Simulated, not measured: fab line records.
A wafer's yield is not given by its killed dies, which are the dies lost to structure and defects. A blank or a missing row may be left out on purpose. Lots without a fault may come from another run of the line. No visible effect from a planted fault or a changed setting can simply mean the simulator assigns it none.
fab line records -- flow ritCmos -- part 1 of 2: steps 1 to 32 of 45
record: lots: 5, wafers: 15, lastDay: 5
route steps=202 shown PWELL@48 WELLDRIVE@50 NWELL@51 NRETRO@53 PRETRO@64 GATE@75 FOX2@80
lots with no fault: from the same line, run without faults
startH: hours from the record's opening day to when the first of the lot's shown wafers began -- waitH: hours elapsed since this lot's preceding step -- " the same as in the row above -- L1.1+2: one row covering several wafers at once -- - no value, or no start given -- * or withheld: withheld -- < > ~ a bound
route shown NAME@n: a module of which the file shows steps, and the number in the route of the first -- usual: mean and standard deviation over wafers with no fault -- same: alike in all rows -- chamber/n: place in a boat -- sites: the reading at each site -- _std_site: their standard deviation -- _edge_site: the outer-site mean with the inner-site mean subtracted -- radiusMm: for every site, how far away it sits from the centre of the wafer -- mask NAME#n: copy n -- behind: the tool/chamber that last shaped the wafer -- hold: the reason the lot was held/the length of the hold in hours/how it ended -- device: whichever transistor did not switch (one of n, p or np) -- end of line: the route-end tests of the same wafers -- step lacking rows: just its recipe -- killed: dies that structure and defects cost at the first sort, which is not the same as the wafer's yield -- map: the dies of a wafer, with x for killed, . for not killed, _ for no die there
set.NAME: the setting as run; set.NAME@STEP: as run at that earlier step -- model.NAME: the simulator's own value behind a step, which no gauge read
a table for each step, a row for each wafer; lots at some steps of the route
services: a tool's chamber out of use, with start hour (startH, from the record's first day; less than 0 if before it), hours out, and reason
== steps ==
step: RIT_PWELL_STRIP_09
recipe: chemistry: O2, timeS: 180, resist: NOVOLAK, platenTempC: withheld, powerW: 500, pressureMtorr: 4000, o2FlowSccm: 4000
usual: drypumpMotorCurrentA: 5.6/0.53
lot.wafer,tool,chamber,startH,waitH,drypumpMotorCurrentA,rfHoursCounterH
L074.2,plasmaAsher-01,1,22.87,0.1,6.1,38
L074.4,plasmaAsher-01,1,22.87,0.1,6.1,-
L074.6,plasmaAsher-01,0,22.87,0.1,5.4,-
L080.1,plasmaAsher-01,0,53.56,0.1,5.4,42
L080.5,plasmaAsher-01,1,53.56,0.1,6.2,-
L080.6,plasmaAsher-01,0,53.56,0.1,5.4,-
L082.2,plasmaAsher-03,1,62.52,0.1,4.8,44
L082.3,plasmaAsher-03,1,62.52,0.1,4.8,-
L082.5,plasmaAsher-03,0,62.52,0.1,5.8,-
L084.1,plasmaAsher-02,1,72.34,0.1,4.9,26
L084.5,plasmaAsher-02,0,72.34,0.1,6.1,-
L084.6,plasmaAsher-02,1,72.34,0.1,4.9,-
L087.1,plasmaAsher-02,1,88.18,0.1,4.9,28
L087.5,plasmaAsher-02,0,88.18,0.1,6.1,-
L087.6,plasmaAsher-02,1,88.18,0.1,4.9,-
step: RIT_PWELL_TW_MEAS_10
usual: PWELL_TW: 960/4.1
lot.wafer,tool,chamber,startH,waitH,PWELL_TW
L074.2,filmMetro-02,-,23.05,0.1,951
L074.4,filmMetro-02,-,23.05,0.1,965
L074.6,filmMetro-02,-,23.05,0.1,963
L080.1,filmMetro-04,-,53.73,0.1,960
L080.5,filmMetro-04,-,53.73,0.1,957
L080.6,filmMetro-04,-,53.73,0.1,955
L082.2,filmMetro-04,-,62.71,0.1,960
L082.3,filmMetro-04,-,62.71,0.1,954
L082.5,filmMetro-04,-,62.71,0.1,954
L084.1,filmMetro-03,-,72.51,0.1,964
L084.5,filmMetro-03,-,72.51,0.1,957
L084.6,filmMetro-03,-,72.51,0.1,961
L087.1,filmMetro-03,-,88.35,0.1,959
L087.5,filmMetro-03,-,88.35,0.1,966
L087.6,filmMetro-03,-,88.35,0.1,964
step: RIT_WELLDRIVE_ANNEAL_00
recipe: tempC: 1100, timeS: 14700, ambient: N2
usual: zonePowerSourcePct: 46/6.2
lot.wafer,tool,chamber,startH,waitH,zonePowerSourcePct
L074.2,furnace-03,0,23.73,0.7,40
L074.4,furnace-03,0,23.73,0.7,39
L074.6,furnace-03,0,23.73,0.7,40
L080.1,furnace-01,0,53.79,0.1,54
L080.5,furnace-01,0,53.79,0.1,54
L080.6,furnace-01,0,53.79,0.1,54
L082.2,furnace-03,0,62.76,0.0,40
L082.3,furnace-03,0,62.76,0.0,40
L082.5,furnace-03,0,62.76,0.0,39
L084.1,furnace-01,0,72.57,0.1,54
L084.5,furnace-01,0,72.57,0.1,55
L084.6,furnace-01,0,72.57,0.1,54
L087.1,furnace-03,0,88.41,0.1,39
L087.5,furnace-03,0,88.41,0.1,40
L087.6,furnace-03,0,88.41,0.1,40
step: RIT_WELLDRIVE_RS_MEAS_01
recipe: thkMeasGauge: four-point-probe
usual: NWELL_RS: 275.5/0.85
lot.wafer,tool,chamber,startH,waitH,NWELL_RS[ohm/sq]
L074.2,filmMetro-02,-,28.83,0.0,275.2
L074.4,filmMetro-02,-,28.83,0.0,274.6
L074.6,filmMetro-02,-,28.83,0.0,275.6
L080.1,filmMetro-03,-,58.88,0.0,276.4
L080.5,filmMetro-03,-,58.88,0.0,275.9
L080.6,filmMetro-03,-,58.88,0.0,275.3
L082.2,filmMetro-03,-,67.86,0.0,275.8
L082.3,filmMetro-03,-,67.86,0.0,276.7
L082.5,filmMetro-03,-,67.86,0.0,275.7
L084.1,filmMetro-02,-,77.66,0.0,276.0
L084.5,filmMetro-02,-,77.66,0.0,276.4
L084.6,filmMetro-02,-,77.66,0.0,277.1
L087.1,filmMetro-03,-,93.50,0.0,275.2
L087.5,filmMetro-03,-,93.50,0.0,275.2
L087.6,filmMetro-03,-,93.50,0.0,275.2
step: RIT_WELLDRIVE_RS_MEAS_02
recipe: thkMeasGauge: four-point-probe
usual: PWELL_RS: 429.6/1.3
lot.wafer,tool,chamber,startH,waitH,PWELL_RS[ohm/sq]
L074.2,filmMetro-02,-,28.95,0.1,429.1
L074.4,filmMetro-02,-,28.95,0.1,428.5
L074.6,filmMetro-02,-,28.95,0.1,428.4
L080.1,filmMetro-03,-,59.00,0.1,430.0
L080.5,filmMetro-03,-,59.00,0.1,429.8
L080.6,filmMetro-03,-,59.00,0.1,430.7
L082.2,filmMetro-03,-,67.98,0.1,429.9
L082.3,filmMetro-03,-,67.98,0.1,430.5
L082.5,filmMetro-03,-,67.98,0.1,430.1
L084.1,filmMetro-02,-,77.78,0.1,429.3
L084.5,filmMetro-02,-,77.78,0.1,429.4
L084.6,filmMetro-02,-,77.78,0.1,428.3
L087.1,filmMetro-03,-,93.62,0.1,428.1
L087.5,filmMetro-03,-,93.62,0.1,427.7
L087.6,filmMetro-03,-,93.62,0.1,427.9
step: RIT_NRETRO_HMDS_00
recipe: primeTimeS: 60, primeTempC: 140
lot.wafer,tool,chamber,startH,waitH
L074.2+4+6,lithoTrack-02,0,29.22,0.3
L080.1+5+6,lithoTrack-03,0,59.12,0.1
L082.2+3+5,lithoTrack-03,0,68.11,0.1
L084.1+5+6,lithoTrack-02,0,77.90,0.1
L087.1+5+6,lithoTrack-03,0,93.74,0.1
step: RIT_NRETRO_COAT_01
recipe: resist: NOVOLAK, spinRpm: 2000, resistThkNm: 1300
lot.wafer,tool,chamber,startH,waitH
L074.2+4+6,lithoTrack-02,0,29.37,0.1
L080.1+5+6,lithoTrack-03,0,59.27,0.1
L082.2+3+5,lithoTrack-03,0,68.26,0.1
L084.1+5+6,lithoTrack-02,0,78.05,0.1
L087.1+5+6,lithoTrack-03,0,93.89,0.1
step: RIT_NRETRO_SOFTBAKE_02
recipe: resist: NOVOLAK, tempC: 90, timeS: 60
usual: plateTempC: 90.01/0.12
lot.wafer,tool,chamber,startH,waitH,plateTempC
L074.2,lithoTrack-02,0,29.52,0.1,90.15
L074.4,lithoTrack-02,0,29.52,0.1,90.18
L074.6,lithoTrack-02,0,29.52,0.1,90.11
L080.1,lithoTrack-03,0,59.42,0.1,89.86
L080.5,lithoTrack-03,0,59.42,0.1,90.15
L080.6,lithoTrack-03,0,59.42,0.1,89.90
L082.2,lithoTrack-03,0,68.41,0.1,89.89
L082.3,lithoTrack-03,0,68.41,0.1,89.95
L082.5,lithoTrack-03,0,68.41,0.1,90.01
L084.1,lithoTrack-02,0,78.20,0.1,89.84
L084.5,lithoTrack-02,0,78.20,0.1,90.04
L084.6,lithoTrack-02,0,78.20,0.1,90.06
L087.1,lithoTrack-03,0,94.04,0.1,90.03
L087.5,lithoTrack-03,0,94.04,0.1,89.96
L087.6,lithoTrack-03,0,94.04,0.1,89.91
step: RIT_NRETRO_EXPOSE_03
recipe: maskId: M4, na: 0.57, targetCdNm: 43900, doseMj: 250
lot.wafer,tool,chamber,startH,waitH,mask
L074.2+4+6,ilineStepper-01,0,29.79,0.2,M4#0
L080.1+5+6,ilineStepper-01,0,59.69,0.2,M4#0
L082.2+3+5,ilineStepper-02,0,68.67,0.2,M4#0
L084.1+5+6,ilineStepper-02,0,78.47,0.2,M4#0
L087.1+5+6,ilineStepper-02,0,94.31,0.2,M4#0
step: RIT_NRETRO_PEB_04
recipe: resist: NOVOLAK, tempC: withheld, timeS: withheld
lot.wafer,tool,chamber,startH,waitH
L074.2+4+6,lithoTrack-03,0,29.91,0.1
L080.1+5+6,lithoTrack-03,0,59.83,0.1
L082.2+3+5,lithoTrack-02,0,68.80,0.1
L084.1+5+6,lithoTrack-01,0,78.59,0.1
L087.1+5+6,lithoTrack-03,0,94.43,0.1
step: RIT_NRETRO_DEVELOP_05
recipe: resist: NOVOLAK, developTimeS: 68, devTempC: 23
lot.wafer,tool,chamber,startH,waitH
L074.2+4+6,lithoTrack-03,0,-,-
L080.1+5+6,lithoTrack-03,0,-,-
L082.2+3+5,lithoTrack-02,0,-,-
L084.1+5+6,lithoTrack-01,0,-,-
L087.1+5+6,lithoTrack-03,0,-,-
step: RIT_NRETRO_OVL_MEAS_06
usual: NRETRO_OVL: -1.0/1.4
lot.wafer,tool,chamber,startH,waitH,NRETRO_OVL[nm]
L074.2,overlay-01,-,30.21,-,-1.2
L074.4,overlay-01,-,30.21,-,-0.4
L074.6,overlay-01,-,30.21,-,-2.4
L080.1,overlay-01,-,60.15,-,-1.3
L080.5,overlay-01,-,60.15,-,-1.8
L080.6,overlay-01,-,60.15,-,-2.1
L082.2,overlay-01,-,69.09,-,0.5
L082.3,overlay-01,-,69.09,-,-0.8
L082.5,overlay-01,-,69.09,-,0.2
L084.1,overlay-01,-,78.90,-,0.1
L084.5,overlay-01,-,78.90,-,0.8
L084.6,overlay-01,-,78.90,-,0.6
L087.1,overlay-01,-,94.74,-,-0.1
L087.5,overlay-01,-,94.74,-,0.0
L087.6,overlay-01,-,94.74,-,-0.5
step: RIT_NRETRO_HARDBAKE_07
recipe: resist: NOVOLAK, tempC: 140, timeS: 120
usual: plateTempC: 139.98/0.15
lot.wafer,tool,chamber,startH,waitH,plateTempC
L074.2,lithoTrack-02,0,30.28,0.1,140.11
L074.4,lithoTrack-02,0,30.28,0.1,140.03
L074.6,lithoTrack-02,0,30.28,0.1,140.17
L080.1,lithoTrack-02,0,60.18,0.0,140.07
L080.5,lithoTrack-02,0,60.18,0.0,140.10
L080.6,lithoTrack-02,0,60.18,0.0,139.99
L082.2,lithoTrack-02,0,69.16,0.1,139.94
L082.3,lithoTrack-02,0,69.16,0.1,139.83
L082.5,lithoTrack-02,0,69.16,0.1,139.93
L084.1,lithoTrack-01,0,78.94,0.0,140.13
L084.5,lithoTrack-01,0,78.94,0.0,140.27
L084.6,lithoTrack-01,0,78.94,0.0,140.27
L087.1,lithoTrack-03,0,94.78,0.0,139.96
L087.5,lithoTrack-03,0,94.78,0.0,140.14
L087.6,lithoTrack-03,0,94.78,0.0,139.92
step: RIT_NRETRO_IMPLANT_08
recipe: species: P, energyKev: 70, doseCm2: 1e+13, tiltDeg: 7
usual: beamOnS: 10.00/0.19, faradayCurrentUA: 31.7/0.59
lot.wafer,tool,chamber,startH,waitH,beamOnS,faradayCurrentUA
L074.2,implanter-02,0,30.51,0.2,9.84,32.1
L074.4,implanter-02,0,30.51,0.2,10.20,31.2
L074.6,implanter-02,0,30.51,0.2,10.17,31.2
L080.1,implanter-01,0,60.43,0.2,9.88,32.0
L080.5,implanter-01,0,60.43,0.2,9.82,32.2
L080.6,implanter-01,0,60.43,0.2,10.38,30.5
L082.2,implanter-01,0,69.40,0.2,10.04,31.3
L082.3,implanter-01,0,69.40,0.2,10.25,30.9
L082.5,implanter-01,0,69.40,0.2,9.85,32.1
L084.1,implanter-04,0,79.19,0.2,10.05,31.6
L084.5,implanter-04,0,79.19,0.2,9.99,31.8
L084.6,implanter-04,0,79.19,0.2,10.03,31.7
L087.1,implanter-04,0,95.03,0.2,10.19,31.1
L087.5,implanter-04,0,95.03,0.2,9.94,31.9
L087.6,implanter-04,0,95.03,0.2,10.02,31.6
step: RIT_NRETRO_STRIP_09
recipe: chemistry: O2, timeS: 180, resist: NOVOLAK, platenTempC: withheld, powerW: 500, pressureMtorr: 4000, o2FlowSccm: 4000
usual: drypumpMotorCurrentA: 5.7/0.46
lot.wafer,tool,chamber,startH,waitH,drypumpMotorCurrentA,rfHoursCounterH
L074.2,plasmaAsher-01,0,30.64,0.1,5.4,39
L074.4,plasmaAsher-01,0,30.64,0.1,5.4,-
L074.6,plasmaAsher-01,0,30.64,0.1,5.4,-
L080.1,plasmaAsher-01,0,60.58,0.1,5.4,43
L080.5,plasmaAsher-01,0,60.58,0.1,5.4,-
L080.6,plasmaAsher-01,1,60.58,0.1,6.1,-
L082.2,plasmaAsher-02,0,69.52,0.1,6.1,26
L082.3,plasmaAsher-02,1,69.52,0.1,4.9,-
L082.5,plasmaAsher-02,1,69.52,0.1,4.9,-
L084.1,plasmaAsher-04,1,79.34,0.1,5.7,42
L084.5,plasmaAsher-04,0,79.34,0.1,6.0,-
L084.6,plasmaAsher-04,1,79.34,0.1,5.7,-
L087.1,plasmaAsher-02,0,95.18,0.1,6.1,29
L087.5,plasmaAsher-02,0,95.18,0.1,6.1,-
L087.6,plasmaAsher-02,1,95.18,0.1,4.9,-
step: RIT_NRETRO_TW_MEAS_10
usual: NRETRO_TW: 1033/17
lot.wafer,tool,chamber,startH,waitH,NRETRO_TW
L074.2,filmMetro-02,-,30.82,0.1,1060
L074.4,filmMetro-02,-,30.82,0.1,1066
L074.6,filmMetro-02,-,30.82,0.1,1060
L080.1,filmMetro-04,-,60.76,0.1,1056
L080.5,filmMetro-04,-,60.76,0.1,1054
L080.6,filmMetro-04,-,60.76,0.1,1053
L082.2,filmMetro-02,-,69.71,0.1,1058
L082.3,filmMetro-02,-,69.71,0.1,1060
L082.5,filmMetro-02,-,69.71,0.1,1061
L084.1,filmMetro-01,-,79.51,0.1,1020
L084.5,filmMetro-01,-,79.51,0.1,1024
L084.6,filmMetro-01,-,79.51,0.1,1023
L087.1,filmMetro-02,-,95.35,0.1,1057
L087.5,filmMetro-02,-,95.35,0.1,1060
L087.6,filmMetro-02,-,95.35,0.1,1059
step: RIT_PRETRO_HMDS_00
recipe: primeTimeS: 60, primeTempC: 140
lot.wafer,tool,chamber,startH,waitH
L074.2+4+6,lithoTrack-03,0,30.90,0.1
L080.1+5+6,lithoTrack-04,0,60.82,0.1
L082.2+3+5,lithoTrack-04,0,69.78,0.1
L084.1+5+6,lithoTrack-03,0,79.57,0.1
L087.1+5+6,lithoTrack-03,0,95.41,0.1
step: RIT_PRETRO_COAT_01
recipe: resist: NOVOLAK, spinRpm: 2000, resistThkNm: 1300
lot.wafer,tool,chamber,startH,waitH
L074.2+4+6,lithoTrack-03,0,31.05,0.1
L080.1+5+6,lithoTrack-04,0,60.97,0.1
L082.2+3+5,lithoTrack-04,0,69.93,0.1
L084.1+5+6,lithoTrack-03,0,79.72,0.1
L087.1+5+6,lithoTrack-03,0,95.56,0.1
step: RIT_PRETRO_SOFTBAKE_02
recipe: resist: NOVOLAK, tempC: 90, timeS: 60
usual: plateTempC: 90.01/0.12
lot.wafer,tool,chamber,startH,waitH,plateTempC
L074.2,lithoTrack-03,0,31.20,0.1,89.97
L074.4,lithoTrack-03,0,31.20,0.1,89.89
L074.6,lithoTrack-03,0,31.20,0.1,90.15
L080.1,lithoTrack-04,0,61.12,0.1,89.94
L080.5,lithoTrack-04,0,61.12,0.1,89.93
L080.6,lithoTrack-04,0,61.12,0.1,90.07
L082.2,lithoTrack-04,0,70.08,0.1,89.86
L082.3,lithoTrack-04,0,70.08,0.1,90.09
L082.5,lithoTrack-04,0,70.08,0.1,90.04
L084.1,lithoTrack-03,0,79.87,0.1,89.93
L084.5,lithoTrack-03,0,79.87,0.1,90.22
L084.6,lithoTrack-03,0,79.87,0.1,90.07
L087.1,lithoTrack-03,0,95.71,0.1,89.91
L087.5,lithoTrack-03,0,95.71,0.1,89.89
L087.6,lithoTrack-03,0,95.71,0.1,89.74
step: RIT_PRETRO_EXPOSE_03
recipe: maskId: M5, na: 0.57, targetCdNm: 43700, doseMj: 250
lot.wafer,tool,chamber,startH,waitH,mask
L074.2+4+6,ilineStepper-01,0,31.34,0.1,M5#0
L080.1+5+6,ilineStepper-01,0,61.27,0.1,M5#0
L082.2+3+5,ilineStepper-01,0,70.23,0.1,M5#0
L084.1+5+6,ilineStepper-01,0,80.15,0.2,M5#0
L087.1+5+6,ilineStepper-01,0,95.86,0.1,M5#0
step: RIT_PRETRO_PEB_04
recipe: resist: NOVOLAK, tempC: withheld, timeS: withheld
lot.wafer,tool,chamber,startH,waitH
L074.2+4+6,lithoTrack-04,0,31.47,0.1
L080.1+5+6,lithoTrack-02,0,61.39,0.1
L082.2+3+5,lithoTrack-02,0,70.35,0.1
L084.1+5+6,lithoTrack-03,0,80.26,0.1
L087.1+5+6,lithoTrack-03,0,95.98,0.1
step: RIT_PRETRO_DEVELOP_05
recipe: resist: NOVOLAK, developTimeS: 68, devTempC: 23
lot.wafer,tool,chamber,startH,waitH
L074.2+4+6,lithoTrack-04,0,-,-
L080.1+5+6,lithoTrack-02,0,-,-
L082.2+3+5,lithoTrack-02,0,-,-
L084.1+5+6,lithoTrack-03,0,-,-
L087.1+5+6,lithoTrack-03,0,-,-
step: RIT_PRETRO_OVL_MEAS_06
usual: PRETRO_OVL: -0.3/1.5
lot.wafer,tool,chamber,startH,waitH,PRETRO_OVL[nm]
L074.2,overlay-01,-,31.76,-,1.1
L074.4,overlay-01,-,31.76,-,1.4
L074.6,overlay-01,-,31.76,-,-0.1
L080.1,overlay-01,-,61.70,-,-0.7
L080.5,overlay-01,-,61.70,-,-1.2
L080.6,overlay-01,-,61.70,-,-1.6
L082.2,overlay-01,-,70.64,-,-3.2
L082.3,overlay-01,-,70.64,-,-1.4
L082.5,overlay-01,-,70.64,-,-1.9
L084.1,overlay-01,-,80.58,-,1.0
L084.5,overlay-01,-,80.58,-,-0.8
L084.6,overlay-01,-,80.58,-,-1.1
L087.1,overlay-02,-,96.29,-,-0.8
L087.5,overlay-02,-,96.29,-,0.0
L087.6,overlay-02,-,96.29,-,-0.1
step: RIT_PRETRO_HARDBAKE_07
recipe: resist: NOVOLAK, tempC: 140, timeS: 120
usual: plateTempC: 139.98/0.12
lot.wafer,tool,chamber,startH,waitH,plateTempC
L074.2,lithoTrack-04,0,31.83,0.1,139.92
L074.4,lithoTrack-04,0,31.83,0.1,140.04
L074.6,lithoTrack-04,0,31.83,0.1,139.95
L080.1,lithoTrack-02,0,61.74,0.0,139.89
L080.5,lithoTrack-02,0,61.74,0.0,139.97
L080.6,lithoTrack-02,0,61.74,0.0,139.81
L082.2,lithoTrack-02,0,70.71,0.1,139.95
L082.3,lithoTrack-02,0,70.71,0.1,139.87
L082.5,lithoTrack-02,0,70.71,0.1,139.75
L084.1,lithoTrack-03,0,80.61,0.0,139.96
L084.5,lithoTrack-03,0,80.61,0.0,140.02
L084.6,lithoTrack-03,0,80.61,0.0,140.00
L087.1,lithoTrack-03,0,96.33,0.0,139.96
L087.5,lithoTrack-03,0,96.33,0.0,140.06
L087.6,lithoTrack-03,0,96.33,0.0,139.95
step: RIT_PRETRO_IMPLANT_08
recipe: species: B, energyKev: 45, doseCm2: 1.2e+13, tiltDeg: 7
usual: beamOnS: 10.01/0.21, faradayCurrentUA: 38.0/0.79
lot.wafer,tool,chamber,startH,waitH,beamOnS,faradayCurrentUA
L074.2,implanter-04,0,32.07,0.2,9.99,37.9
L074.4,implanter-04,0,32.07,0.2,10.44,36.7
L074.6,implanter-04,0,32.07,0.2,10.39,36.8
L080.1,implanter-04,0,61.99,0.2,10.16,37.5
L080.5,implanter-04,0,61.99,0.2,10.07,37.8
L080.6,implanter-04,0,61.99,0.2,9.90,38.4
L082.2,implanter-04,0,70.95,0.2,9.97,38.4
L082.3,implanter-04,0,70.95,0.2,9.95,38.1
L082.5,implanter-04,0,70.95,0.2,10.07,38.2
L084.1,implanter-03,0,80.86,0.2,10.42,36.5
L084.5,implanter-03,0,80.86,0.2,10.02,38.0
L084.6,implanter-03,0,80.86,0.2,9.68,39.4
L087.1,implanter-02,0,96.58,0.2,9.84,38.8
L087.5,implanter-02,0,96.58,0.2,9.89,38.4
L087.6,implanter-02,0,96.58,0.2,9.77,38.8
step: RIT_PRETRO_STRIP_09
recipe: chemistry: O2, timeS: 180, resist: NOVOLAK, platenTempC: withheld, powerW: 500, pressureMtorr: 4000, o2FlowSccm: 4000
usual: drypumpMotorCurrentA: 5.7/0.39
lot.wafer,tool,chamber,startH,waitH,drypumpMotorCurrentA,rfHoursCounterH
L074.2,plasmaAsher-01,1,32.19,0.1,6.2,39
L074.4,plasmaAsher-01,1,32.19,0.1,6.1,-
L074.6,plasmaAsher-01,1,32.19,0.1,6.2,-
L080.1,plasmaAsher-01,1,62.14,0.1,6.2,43
L080.5,plasmaAsher-01,1,62.14,0.1,6.1,-
L080.6,plasmaAsher-01,0,62.14,0.1,5.4,-
L082.2,plasmaAsher-01,1,71.07,0.1,6.2,44
L082.3,plasmaAsher-01,0,71.07,0.1,5.4,-
L082.5,plasmaAsher-01,1,71.07,0.1,6.1,-
L084.1,plasmaAsher-04,0,81.01,0.1,5.9,42
L084.5,plasmaAsher-04,1,81.01,0.1,5.7,-
L084.6,plasmaAsher-04,0,81.01,0.1,5.9,-
L087.1,plasmaAsher-01,1,96.73,0.1,6.1,47
L087.5,plasmaAsher-01,0,96.73,0.1,5.4,-
L087.6,plasmaAsher-01,1,96.73,0.1,6.2,-
step: RIT_PRETRO_TW_MEAS_10
usual: PRETRO_TW: 474/9.2
lot.wafer,tool,chamber,startH,waitH,PRETRO_TW
L074.2,filmMetro-03,-,32.38,0.1,482
L074.4,filmMetro-03,-,32.38,0.1,480
L074.6,filmMetro-03,-,32.38,0.1,479
L080.1,filmMetro-02,-,62.31,0.1,482
L080.5,filmMetro-02,-,62.31,0.1,478
L080.6,filmMetro-02,-,62.31,0.1,479
L082.2,filmMetro-01,-,71.26,0.1,462
L082.3,filmMetro-01,-,71.26,0.1,464
L082.5,filmMetro-01,-,71.26,0.1,463
L084.1,filmMetro-01,-,81.19,0.1,463
L084.5,filmMetro-01,-,81.19,0.1,463
L084.6,filmMetro-01,-,81.19,0.1,460
L087.1,filmMetro-01,-,96.90,0.1,460
L087.5,filmMetro-01,-,96.90,0.1,463
L087.6,filmMetro-01,-,96.90,0.1,463
step: RIT_GATE_WET_ETCH_00
recipe: chemistry: BOE, target: SiO2, targetDepthNm: 56, timeS: 60, dry: n2Spin, dilution: 10:1, tempC: 21.5
usual: bathHeatDutyPct: 1.6/0.35
lot.wafer,tool,chamber,startH,waitH,bathHeatDutyPct
L074.2,wetBench-03,2,32.43,0.0,1.9
L074.4,wetBench-03,2,32.43,0.0,1.7
L074.6,wetBench-03,2,32.43,0.0,1.8
L080.1,wetBench-01,3,62.37,0.1,1.7
L080.5,wetBench-01,3,62.37,0.1,1.8
L080.6,wetBench-01,3,62.37,0.1,1.5
L082.2,wetBench-01,2,71.31,0.0,1.6
L082.3,wetBench-01,2,71.31,0.0,1.4
L082.5,wetBench-01,2,71.31,0.0,1.5
L084.1,wetBench-01,2,81.25,0.1,0.9
L084.5,wetBench-01,2,81.25,0.1,0.8
L084.6,wetBench-01,2,81.25,0.1,1.6
L087.1,wetBench-04,2,96.96,0.1,1.6
L087.5,wetBench-04,2,96.96,0.1,1.7
L087.6,wetBench-04,2,96.96,0.1,2.1
step: RIT_GATE_CLEAN_01
recipe: chemistry: SC1, mix: 3:3:50, timeS: 600, tempC: 75
usual: bathHeatDutyPct: 15.0/1.8
lot.wafer,tool,chamber,startH,waitH,bathHeatDutyPct
L074.2,wetBench-01,3,32.45,0.0,12.9
L074.4,wetBench-01,3,32.45,0.0,13.5
L074.6,wetBench-01,3,32.45,0.0,13.4
L080.1,wetBench-03,1,62.40,0.0,15.6
L080.5,wetBench-03,1,62.40,0.0,15.1
L080.6,wetBench-03,1,62.40,0.0,14.9
L082.2,wetBench-04,1,71.33,0.0,13.2
L082.3,wetBench-04,1,71.33,0.0,12.9
L082.5,wetBench-04,1,71.33,0.0,13.5
L084.1,wetBench-04,1,81.28,0.0,12.5
L084.5,wetBench-04,1,81.28,0.0,12.1
L084.6,wetBench-04,1,81.28,0.0,12.4
L087.1,wetBench-03,0,96.99,0.0,16.4
L087.5,wetBench-03,0,96.99,0.0,14.8
L087.6,wetBench-03,0,96.99,0.0,16.7
step: RIT_GATE_CLEAN_02
recipe: chemistry: dHF, dilution: 50:1, timeS: 30
lot.wafer,tool,chamber,startH,waitH
L074.2+4+6,wetBench-04,1,32.64,0.0
L080.1+5+6,wetBench-04,3,62.59,0.0
L082.2+3+5,wetBench-03,3,71.51,0.0
L084.1+5+6,wetBench-03,2,81.45,0.0
L087.1+5+6,wetBench-01,3,97.16,0.0
step: RIT_GATE_CLEAN_03
recipe: chemistry: SC2, mix: 3:3:50, timeS: 600, tempC: 75, dry: n2Spin
usual: bathHeatDutyPct: 15.4/1.9
lot.wafer,tool,chamber,startH,waitH,bathHeatDutyPct
L074.2,wetBench-01,1,32.66,0.0,13.5
L074.4,wetBench-01,1,32.66,0.0,14.0
L074.6,wetBench-01,1,32.66,0.0,15.2
L080.1,wetBench-01,2,62.60,0.0,12.9
L080.5,wetBench-01,2,62.60,0.0,12.5
L080.6,wetBench-01,2,62.60,0.0,13.0
L082.2,wetBench-01,3,71.53,0.0,12.9
L082.3,wetBench-01,3,71.53,0.0,13.4
L082.5,wetBench-01,3,71.53,0.0,12.8
L084.1,wetBench-01,1,81.47,0.0,13.6
L084.5,wetBench-01,1,81.47,0.0,14.7
L084.6,wetBench-01,1,81.47,0.0,14.0
L087.1,wetBench-04,2,97.18,0.0,16.6
L087.5,wetBench-04,2,97.18,0.0,17.5
L087.6,wetBench-04,2,97.18,0.0,17.7
step: RIT_GATE_CLEAN_04
recipe: chemistry: dHF, dilution: 50:1, timeS: 60, dry: n2Spin
lot.wafer,tool,chamber,startH,waitH
L074.2+4+6,wetBench-04,0,32.85,0.0
L080.1+5+6,wetBench-03,3,62.78,0.0
L082.2+3+5,wetBench-03,0,71.72,0.0
L084.1+5+6,wetBench-04,3,81.68,0.0
L087.1+5+6,wetBench-03,3,97.37,0.0
